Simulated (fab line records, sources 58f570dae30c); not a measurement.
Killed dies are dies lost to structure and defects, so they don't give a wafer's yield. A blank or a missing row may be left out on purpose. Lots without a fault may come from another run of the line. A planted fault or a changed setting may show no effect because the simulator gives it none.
Which tool did it? | flow berkeley_cmos170 | 24 lots, 72 wafers sampled, at 6 steps of a route of 331

WHAT THE GAUGES READ, wafer by wafer
UCB170_SDANNEAL_RS_MEAS_03: measures by four-point-probe. Usual: NSD_RS 37.29 ohm/sq, standard deviation 0.074.
lot  | measured     | on            | NSD_RS (ohm/sq)   | flag
L074 | day 8 04:18  | film_metro-01 | 37.30 37.28 37.33 |
L076 | day 8 03:38  | film_metro-01 | 37.20 37.25 37.27 |
L075 | day 8 03:31  | film_metro-03 | 37.24 37.41 37.22 |
L077 | day 8 04:32  | film_metro-03 | 37.38 37.27 37.37 |
L078 | day 9 21:15  | film_metro-01 | 37.34 37.35 37.29 |
L079 | day 9 21:44  | film_metro-02 | 37.37 37.34 37.33 |
L081 | day 9 20:47  | film_metro-03 | 37.08 37.16 37.11 |
L080 | day 9 21:04  | film_metro-02 | 37.30 37.34 37.30 |
L083 | day 10 03:07 | film_metro-03 | 37.27 37.14 37.19 |
L082 | day 10 02:39 | film_metro-01 | 37.34 37.33 37.32 |
L085 | day 10 12:28 | film_metro-03 | 37.31 37.34 37.27 |
L084 | day 10 12:40 | film_metro-01 | 37.27 37.20 37.29 |
L086 | day 11 07:29 | film_metro-01 | 37.15 37.21 37.37 |
L087 | day 11 06:17 | film_metro-01 | 37.35 37.29 37.30 |
L088 | day 11 07:13 | film_metro-02 | 37.31 37.23 37.25 |
L089 | day 11 20:17 | film_metro-02 | 37.22 37.31 37.14 |
L090 | day 11 20:36 | film_metro-01 | 37.35 37.38 37.28 |
L091 | day 12 01:14 | film_metro-01 | 37.37 37.30 37.29 |
L092 | day 12 02:52 | film_metro-02 | 37.10 37.23 37.29 |
L096 | day 12 19:35 | film_metro-02 | 37.27 37.27 37.26 |
L095 | day 12 19:11 | film_metro-03 | 37.30 37.26 37.37 |
L093 | day 12 16:25 | film_metro-02 | 37.26 37.25 37.18 |
L097 | day 12 19:52 | film_metro-03 | 37.28 37.40 37.45 |
L094 | day 12 19:25 | film_metro-01 | 37.30 37.24 37.29 |

UCB170_V2_THK_MEAS_04. Usual: V2_POLISHED_THK 1000.3 nm, standard deviation 1.4.
lot  | measured     | on            | V2_POLISHED_THK (nm) | flag
L074 | day 8 21:17  | film_metro-01 | 1000.8 1000.0 998.1  |
L076 | day 8 19:39  | film_metro-04 | 999.5 997.9 1000.1   |
L075 | day 8 18:03  | film_metro-04 | 1001.7 999.1 1000.8  |
L077 | day 8 21:40  | film_metro-01 | 1000.9 1002.5 1001.4 |
L078 | day 11 04:09 | film_metro-01 | 1001.2 1001.2 1000.5 |
L079 | day 11 05:29 | film_metro-03 | 1001.1 1001.3 1001.0 |
L081 | day 11 03:51 | film_metro-01 | 999.7 998.8 999.7    |
L080 | day 11 03:33 | film_metro-04 | 999.5 1001.6 999.9   |
L083 | day 11 06:07 | film_metro-03 | 1002.6 1001.9 1001.5 |
L082 | day 11 04:39 | film_metro-04 | 1000.5 1001.4 1000.0 |
L085 | day 11 05:49 | film_metro-03 | 1000.7 1000.4 998.6  |
L084 | day 11 11:14 | film_metro-01 | 1000.7 998.1 999.2   |
L086 | day 12 05:45 | film_metro-04 | 999.1 1001.9 1001.1  |
L087 | day 12 03:21 | film_metro-03 | 1000.5 997.5 999.3   |
L088 | day 12 05:53 | film_metro-01 | 999.0 999.6 1000.5   |
L089 | day 12 15:39 | film_metro-04 | 1000.5 1000.9 999.3  |
L090 | day 12 18:49 | film_metro-04 | 1000.0 997.8 996.0   |
L091 | day 12 21:55 | film_metro-04 | 1001.7 1001.0 998.5  |
L092 | day 12 23:37 | film_metro-01 | 1000.7 1001.3 1000.2 |
L096 | day 13 14:06 | film_metro-01 | 999.2 1000.7 999.7   |
L095 | day 13 10:36 | film_metro-03 | 1002.1 1004.2 1000.5 |
L093 | day 13 07:30 | film_metro-01 | 1000.8 999.2 999.9   |
L097 | day 13 13:40 | film_metro-03 | 998.2 996.5 998.7    |
L094 | day 13 12:23 | film_metro-04 | 1000.4 1001.9 1002.5 |

WHICH TOOL RAN EACH LOT (tool, then ch and the chambers of the sampled wafers, then the start)
lot  | UCB170_ACTIVE_STRIP_16              | UCB170_BACKSIDE_STRIP_03             | UCB170_M2_STRIP_07                   | UCB170_V2_CMP_02
L074 | plasma_asher-01 ch 0,1, day 4 21:54 | plasma_asher-02 ch 0,1, day 8 03:26  | plasma_asher-04 ch 0,1, day 8 18:31  | cmp-02 ch 0,1,3, day 8 20:52
L076 | plasma_asher-03 ch 0,1, day 5 04:35 | plasma_asher-01 ch 0,1, day 8 02:59  | plasma_asher-04 ch 0,1, day 8 17:14  | cmp-01 ch 0,2,3, day 8 19:17
L075 | plasma_asher-02 ch 0,1, day 5 09:58 | plasma_asher-02 ch 0,1, day 8 02:59  | plasma_asher-04 ch 0,1, day 8 15:38  | cmp-02 ch 0,1, day 8 17:38
L077 | plasma_asher-03 ch 0,1, day 5 10:13 | plasma_asher-01 ch 0,1, day 8 03:53  | plasma_asher-02 ch 0,1, day 8 18:52  | cmp-02 ch 0,1,3, day 8 21:15
L078 | plasma_asher-01 ch 0,1, day 6 14:32 | plasma_asher-04 ch 0,1, day 9 20:40  | plasma_asher-01 ch 0,1, day 11 00:40 | cmp-02 ch 0,1,3, day 11 03:47
L079 | plasma_asher-03 ch 0,1, day 6 14:41 | plasma_asher-04 ch 0,1, day 9 21:02  | plasma_asher-01 ch 0,1, day 11 01:09 | cmp-02 ch 1,2, day 11 05:05
L081 | plasma_asher-02 ch 0,1, day 6 14:54 | plasma_asher-02 ch 0,1, day 9 20:16  | plasma_asher-01 ch 0,1, day 11 00:13 | cmp-02 ch 0,1,3, day 11 03:35
L080 | plasma_asher-01 ch 0,1, day 6 15:08 | plasma_asher-02 ch 0,1, day 9 20:33  | plasma_asher-04 ch 0,1, day 10 23:46 | cmp-02 ch 0,1,2, day 11 03:08
L083 | plasma_asher-03 ch 1, day 6 23:25   | plasma_asher-04 ch 1, day 10 02:34   | plasma_asher-01 ch 0,1, day 11 01:50 | cmp-02 ch 1,2,3, day 11 05:47
L082 | plasma_asher-02 ch 1, day 6 23:53   | plasma_asher-01 ch 0,1, day 10 02:07 | plasma_asher-02 ch 0,1, day 11 00:41 | cmp-02 ch 0,3, day 11 04:14
L085 | plasma_asher-02 ch 0,1, day 7 06:18 | plasma_asher-01 ch 0,1, day 10 11:57 | plasma_asher-02 ch 0,1, day 11 02:00 | cmp-02 ch 0,3, day 11 05:23
L084 | plasma_asher-01 ch 0,1, day 7 06:34 | plasma_asher-04 ch 0,1, day 10 12:08 | plasma_asher-02 ch 0,1, day 11 05:18 | cmp-02 ch 0,1,2, day 11 10:49
L086 | plasma_asher-03 ch 0,1, day 7 17:17 | plasma_asher-01 ch 0,1, day 11 06:58 | plasma_asher-01 ch 0,1, day 12 02:17 | cmp-02 ch 0,1, day 12 05:22
L087 | plasma_asher-01 ch 0,1, day 7 17:31 | plasma_asher-01 ch 0, day 11 05:45   | plasma_asher-04 ch 0,1, day 11 23:28 | cmp-01 ch 0,1,3, day 12 02:58
L088 | plasma_asher-03 ch 0,1, day 7 17:43 | plasma_asher-02 ch 1, day 11 06:40   | plasma_asher-04 ch 0,1, day 12 02:49 | cmp-01 ch 0,2,3, day 12 05:31
L089 | plasma_asher-03 ch 0,1, day 8 08:55 | plasma_asher-02 ch 0,1, day 11 19:46 | plasma_asher-04 ch 0,1, day 12 11:13 | cmp-02 ch 1,2,3, day 12 15:14
L090 | plasma_asher-01 ch 0,1, day 8 09:04 | plasma_asher-02 ch 0,1, day 11 20:04 | plasma_asher-01 ch 0,1, day 12 15:57 | cmp-01 ch 2,3, day 12 18:23
L091 | plasma_asher-03 ch 0,1, day 8 18:23 | plasma_asher-04 ch 0,1, day 12 00:41 | plasma_asher-01 ch 0,1, day 12 19:11 | cmp-02 ch 0,2,3, day 12 21:36
L092 | plasma_asher-01 ch 0,1, day 8 18:38 | plasma_asher-04 ch 0,1, day 12 02:19 | plasma_asher-01 ch 0, day 12 21:02   | cmp-01 ch 1,3, day 12 23:11
L096 | plasma_asher-01 ch 0,1, day 9 11:44 | plasma_asher-04 ch 0,1, day 12 19:01 | plasma_asher-02 ch 0,1, day 13 11:25 | cmp-02 ch 0,1,2, day 13 13:44
L095 | plasma_asher-02 ch 0,1, day 9 11:47 | plasma_asher-01 ch 0,1, day 12 18:29 | plasma_asher-04 ch 0,1, day 13 07:45 | cmp-02 ch 1,2,3, day 13 10:16
L093 | plasma_asher-02 ch 0,1, day 9 12:03 | plasma_asher-02 ch 0,1, day 12 15:41 | plasma_asher-04 ch 0,1, day 13 04:47 | cmp-01 ch 0,3, day 13 07:07
L097 | plasma_asher-01 ch 0,1, day 9 12:16 | plasma_asher-02 ch 0, day 12 19:19   | plasma_asher-02 ch 0,1, day 13 11:04 | cmp-01 ch 0,1,2, day 13 13:21
L094 | plasma_asher-03 ch 0,1, day 9 12:17 | plasma_asher-02 ch 0,1, day 12 18:52 | plasma_asher-02 ch 0,1, day 13 09:47 | cmp-02 ch 0,1,2, day 13 12:04
- UCB170_ACTIVE_STRIP_16: strips in O2.
- UCB170_BACKSIDE_STRIP_03: strips in O2.
- UCB170_M2_STRIP_07: strips in O2.
- UCB170_V2_CMP_02: polishes SiO2.

WHAT THE TOOLS THEMSELVES READ (means of the sampled wafers that have a number; where no wafer has one, the mark that the record gives instead)
UCB170_ACTIVE_STRIP_16. Usual: drypump_motor_current_A 5.8 A, standard deviation 0.38; oes_product_au 0.721 a.u., standard deviation 0.005; strip_time_to_endpoint_s 18.07 s, standard deviation 0.1.
lot  | tool            | drypump_motor_current_A (A) | oes_product_au (a.u.) | strip_time_to_endpoint_s (s) | flag
L074 | plasma_asher-01 | 6.0                         | 0.718                 | 18.19                        |
L076 | plasma_asher-03 | 5.9                         | 0.721                 | 18.10                        |
L075 | plasma_asher-02 | 5.7                         | 0.722                 | 18.13                        |
L077 | plasma_asher-03 | 5.7                         | 0.726                 | 18.02                        |
L078 | plasma_asher-01 | 6.0                         | 0.724                 | 18.14                        |
L079 | plasma_asher-03 | 5.7                         | 0.723                 | 18.14                        |
L081 | plasma_asher-02 | 5.8                         | 0.723                 | 17.99                        |
L080 | plasma_asher-01 | 6.0                         | 0.722                 | 18.19                        |
L083 | plasma_asher-03 | 5.6                         | 0.718                 | 18.09                        |
L082 | plasma_asher-02 | 5.9                         | 0.726                 | 18.09                        |
L085 | plasma_asher-02 | 5.6                         | 0.719                 | 18.09                        |
L084 | plasma_asher-01 | 6.0                         | 0.716                 | 18.02                        |
L086 | plasma_asher-03 | 5.7                         | 0.722                 | 18.03                        |
L087 | plasma_asher-01 | 6.0                         | 0.722                 | 18.20                        |
L088 | plasma_asher-03 | 5.9                         | 0.719                 | 17.98                        |
L089 | plasma_asher-03 | 5.9                         | 0.721                 | 18.00                        |
L090 | plasma_asher-01 | 5.7                         | 0.719                 | 18.10                        |
L091 | plasma_asher-03 | 5.9                         | 0.722                 | 18.06                        |
L092 | plasma_asher-01 | 5.7                         | 0.720                 | 18.01                        |
L096 | plasma_asher-01 | 5.7                         | 0.715                 | 18.17                        |
L095 | plasma_asher-02 | 5.8                         | 0.727                 | 18.02                        |
L093 | plasma_asher-02 | 5.8                         | 0.719                 | 18.02                        |
L097 | plasma_asher-01 | 6.0                         | 0.721                 | 17.83                        |
L094 | plasma_asher-03 | 5.9                         | 0.724                 | 18.17                        |

UCB170_BACKSIDE_STRIP_03. Usual: drypump_motor_current_A 5.6 A, standard deviation 0.41; oes_product_au 0.735 a.u., standard deviation 0.0047; strip_time_to_endpoint_s 22.02 s, standard deviation 0.066.
lot  | tool            | drypump_motor_current_A (A) | oes_product_au (a.u.) | strip_time_to_endpoint_s (s) | flag
L074 | plasma_asher-02 | 5.6                         | 0.737                 | 21.96                        |
L076 | plasma_asher-01 | 5.7                         | 0.734                 | 22.09                        |
L075 | plasma_asher-02 | 5.6                         | 0.732                 | 22.12                        |
L077 | plasma_asher-01 | 6.0                         | 0.730                 | 21.98                        |
L078 | plasma_asher-04 | 5.5                         | 0.733                 | 22.06                        |
L079 | plasma_asher-04 | 5.3                         | 0.736                 | 21.98                        |
L081 | plasma_asher-02 | 5.6                         | 0.732                 | 22.03                        |
L080 | plasma_asher-02 | 5.7                         | 0.740                 | 21.97                        |
L083 | plasma_asher-04 | 5.1                         | 0.736                 | 21.99                        |
L082 | plasma_asher-01 | 5.7                         | 0.740                 | 21.93                        |
L085 | plasma_asher-01 | 5.7                         | 0.734                 | 21.95                        |
L084 | plasma_asher-04 | 5.3                         | 0.737                 | 21.98                        |
L086 | plasma_asher-01 | 5.7                         | 0.731                 | 22.02                        |
L087 | plasma_asher-01 | 5.3                         | 0.736                 | 21.97                        |
L088 | plasma_asher-02 | 5.9                         | 0.739                 | 22.03                        |
L089 | plasma_asher-02 | 5.8                         | 0.732                 | 22.01                        |
L090 | plasma_asher-02 | 5.7                         | 0.732                 | 22.08                        |
L091 | plasma_asher-04 | 5.3                         | 0.732                 | 22.15                        |
L092 | plasma_asher-04 | 5.3                         | 0.736                 | 22.09                        |
L096 | plasma_asher-04 | 5.3                         | 0.732                 | 21.96                        |
L095 | plasma_asher-01 | 5.7                         | 0.735                 | 22.12                        |
L093 | plasma_asher-02 | 5.6                         | 0.737                 | 22.02                        |
L097 | plasma_asher-02 | 5.5                         | 0.733                 | 22.05                        |
L094 | plasma_asher-02 | 5.7                         | 0.736                 | 22.02                        |

UCB170_M2_STRIP_07. Usual: drypump_motor_current_A 5.6 A, standard deviation 0.43; oes_product_au 0.735 a.u., standard deviation 0.0046; strip_time_to_endpoint_s 21.99 s, standard deviation 0.075.
lot  | tool            | drypump_motor_current_A (A) | oes_product_au (a.u.) | strip_time_to_endpoint_s (s) | flag
L074 | plasma_asher-04 | 5.5                         | 0.736                 | 22.01                        |
L076 | plasma_asher-04 | 5.3                         | 0.735                 | 21.84                        |
L075 | plasma_asher-04 | 5.5                         | 0.733                 | 22.13                        |
L077 | plasma_asher-02 | 5.7                         | 0.733                 | 21.99                        |
L078 | plasma_asher-01 | 5.7                         | 0.733                 | 22.01                        |
L079 | plasma_asher-01 | 6.0                         | 0.735                 | 22.00                        |
L081 | plasma_asher-01 | 5.7                         | 0.735                 | 21.94                        |
L080 | plasma_asher-04 | 5.3                         | 0.737                 | 21.93                        |
L083 | plasma_asher-01 | 5.7                         | 0.734                 | 21.96                        |
L082 | plasma_asher-02 | 5.6                         | 0.738                 | 22.10                        |
L085 | plasma_asher-02 | 5.6                         | 0.731                 | 22.05                        |
L084 | plasma_asher-02 | 5.7                         | 0.733                 | 22.00                        |
L086 | plasma_asher-01 | 5.7                         | 0.734                 | 21.87                        |
L087 | plasma_asher-04 | 5.5                         | 0.728                 | 22.03                        |
L088 | plasma_asher-04 | 5.3                         | 0.733                 | 21.91                        |
L089 | plasma_asher-04 | 5.4                         | 0.737                 | 21.96                        |
L090 | plasma_asher-01 | 5.7                         | 0.735                 | 21.91                        |
L091 | plasma_asher-01 | 5.7                         | 0.733                 | 22.11                        |
L092 | plasma_asher-01 | 5.3                         | 0.736                 | 22.01                        |
L096 | plasma_asher-02 | 5.7                         | 0.729                 | 22.01                        |
L095 | plasma_asher-04 | 5.3                         | 0.736                 | 22.10                        |
L093 | plasma_asher-04 | 5.5                         | 0.740                 | 22.05                        |
L097 | plasma_asher-02 | 5.7                         | 0.735                 | 21.98                        |
L094 | plasma_asher-02 | 5.6                         | 0.736                 | 22.05                        |

UCB170_V2_CMP_02. Usual: motor_current_A 17.1 A, standard deviation 1.5.
lot  | tool   | motor_current_A (A) | flag
L074 | cmp-02 | 18.0                |
L076 | cmp-01 | 15.8                |
L075 | cmp-02 | 17.5                |
L077 | cmp-02 | 17.9                |
L078 | cmp-02 | 17.4                |
L079 | cmp-02 | 16.0                |
L081 | cmp-02 | 18.4                |
L080 | cmp-02 | 17.4                |
L083 | cmp-02 | 16.9                |
L082 | cmp-02 | 18.5                |
L085 | cmp-02 | 18.8                |
L084 | cmp-02 | 17.5                |
L086 | cmp-02 | 17.8                |
L087 | cmp-01 | 16.5                |
L088 | cmp-01 | 15.9                |
L089 | cmp-02 | 16.3                |
L090 | cmp-01 | 16.6                |
L091 | cmp-02 | 17.9                |
L092 | cmp-01 | 17.0                |
L096 | cmp-02 | 17.6                |
L095 | cmp-02 | 16.3                |
L093 | cmp-01 | 15.8                |
L097 | cmp-01 | 16.3                |
L094 | cmp-02 | 17.6                |

THE ANSWER, worked out from the rows above alone
Rule: a lot is off if the mean of its wafers that have a number lies more than 3 standard deviations from the usual mean. A lot without any number at a reading at which 4 lots or more have one is off too. The other lots that the step has rows for count as sound. The gauges are gone through in route order, then the tools' own readings, and for those a lot's mean is taken as printed above. The first step at which some lot is off is used, and at that step the reading that is off furthest; a lot without a number counts as furthest.
No lot is off at any reading shown: from this, nothing can be told.

WHAT THE SIMULATOR HAD PUT IN
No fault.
